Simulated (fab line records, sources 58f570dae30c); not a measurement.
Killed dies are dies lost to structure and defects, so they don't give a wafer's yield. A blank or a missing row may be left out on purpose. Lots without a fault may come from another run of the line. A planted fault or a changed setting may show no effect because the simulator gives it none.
Which tool did it? | flow berkeley_cmos170 | 7 lots, 21 wafers sampled, at 2 steps of a route of 331

WHAT THE GAUGES READ, wafer by wafer
UCB170_M1_CD_MEAS_09: target cd 700 nm.
lot  | measured     | on        | cd_nm (nm)
L718 | day 7 20:55  | cd_sem-02 | 697.5 698.7 699.4
L722 | day 8 21:52  | cd_sem-02 | 700.5 700.8 701.4
L725 | day 9 13:42  | cd_sem-01 | 699.5 698.5 698.5
L731 | day 10 21:11 | cd_sem-02 | 699.7 699.2 699.8
L730 | day 10 22:14 | cd_sem-02 | 705.1 704.8 705.8
L734 | day 12 00:08 | cd_sem-01 | 699.8 699.7 698.1
L737 | day 12 09:30 | cd_sem-02 | 698.9 698.2 698.4

WHICH TOOL RAN EACH LOT (tool, then ch and the chambers of the sampled wafers, then the start)
lot  | UCB170_M1_EXPOSE_06
L718 | krf_scanner-01 ch 0, day 7 19:33
L722 | krf_scanner-01 ch 0, day 8 21:29
L725 | krf_scanner-01 ch 0, day 9 13:19
L731 | krf_scanner-01 ch 0, day 10 20:22
L730 | krf_scanner-02 ch 0, day 10 21:26
L734 | krf_scanner-01 ch 0, day 11 23:19
L737 | krf_scanner-01 ch 0, day 12 09:07
- UCB170_M1_EXPOSE_06: exposes mask METAL1, target cd 700 nm.

THE ANSWER, worked out from the rows above alone
Rule: what is usual is taken from the lots themselves. Put in order of their means at a reading, lots are off if they are a third of the lots or fewer, leave a main group of 4 or more, and stand apart from it by a gap of 3 or more times the standard deviation of the main group's means; of several such gaps the widest counts. A main group whose means are all the same, to the digits that the tables above print for the reading, isn't used. A lot without any number at a reading at which 4 lots or more have one is off too. The other lots that the step has rows for count as sound.
Off: L730, at UCB170_M1_CD_MEAS_09 (cd_nm). The main group: mean 699.3 nm, standard deviation 0.82.
A tool fits if, at a process step before that reading, it ran every lot that is off, and no sound lot after the first of them. The gauges at UCB170_M1_CD_MEAS_09 are tried like those tools. One fits: krf_scanner-02 at UCB170_M1_EXPOSE_06. It ran no sound lot before its first lot that is off in this sample, so the start can't be narrowed down.

WHAT THE SIMULATOR HAD PUT IN
Process parameter drift: krf_scanner-02, from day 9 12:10 on, at UCB170_M1_EXPOSE_06. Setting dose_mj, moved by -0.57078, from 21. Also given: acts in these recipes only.
Lots struck among those shown: L730. The rule above found the same.
